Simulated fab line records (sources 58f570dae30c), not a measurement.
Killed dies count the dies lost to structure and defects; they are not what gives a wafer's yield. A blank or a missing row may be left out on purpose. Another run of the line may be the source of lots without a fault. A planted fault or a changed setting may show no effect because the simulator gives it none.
Which tool was responsible? | flow berkeley-cmos170 | 21 wafers from 7 lots sampled at 2 of the route's 331 steps

WHAT THE GAUGES SHOWED, per wafer
UCB170_NLDD_CD_MEAS_06 targets a cd of 1200 nm.
lot  | measured     | on        | cd-nm (nm)
L632 | day 6 15:46  | cd-sem-02 | 1198.1 1197.0 1198.1
L636 | day 7 07:16  | cd-sem-02 | 1203.0 1200.9 1202.0
L640 | day 7 23:52  | cd-sem-01 | 1200.6 1200.3 1199.7
L643 | day 8 22:32  | cd-sem-02 | 1208.2 1209.5 1208.5
L649 | day 10 01:00 | cd-sem-01 | 1198.7 1198.1 1199.8
L648 | day 10 03:11 | cd-sem-01 | 1200.0 1200.0 1198.6
L654 | day 10 15:27 | cd-sem-01 | 1198.9 1199.4 1198.3

EACH LOT AND THE TOOL THAT RAN IT (in order: tool; ch and the chambers of the sampled wafers; start)
lot  | UCB170_NLDD_SOFTBAKE_02
L632 | litho-track-04 ch 0, day 6 14:56
L636 | litho-track-03 ch 0, day 7 05:56
L640 | litho-track-02 ch 0, day 7 23:02
L643 | litho-track-02 ch 0, day 8 21:52
L649 | litho-track-04 ch 0, day 10 00:02
L648 | litho-track-04 ch 0, day 10 02:31
L654 | litho-track-04 ch 0, day 10 14:29
- UCB170_NLDD_SOFTBAKE_02: time 60 s.

THE ANSWER, worked out from the rows above alone
Rule: what is usual is taken from the lots themselves. Put in order of their means at a reading, lots are off if they are a third of the lots or fewer, leave a main group of 4 or more, and stand apart from it by a gap of 3 or more times the standard deviation of the main group's means; of several such gaps the widest counts. The tables above print the reading to a certain number of digits; a main group whose means all agree to those digits is not used. Also off: a lot with no number at a reading for which 4 or more lots have one. Where the step has rows for the other lots, those lots are counted as sound.
Off: L643, at UCB170_NLDD_CD_MEAS_06 (cd-nm). For the main group the mean is 1199.5 nm and the standard deviation 1.3.
A tool fits if, at a process step before that reading, it ran every lot that is off, and no sound lot after the first of them. Those tools and the gauges at UCB170_NLDD_CD_MEAS_06 are tried in the same way. Undecided on this evidence; 2 tools fit (litho-track-02 at UCB170_NLDD_SOFTBAKE_02, cd-sem-02 at UCB170_NLDD_CD_MEAS_06).

WHAT THE SIMULATOR PUT IN
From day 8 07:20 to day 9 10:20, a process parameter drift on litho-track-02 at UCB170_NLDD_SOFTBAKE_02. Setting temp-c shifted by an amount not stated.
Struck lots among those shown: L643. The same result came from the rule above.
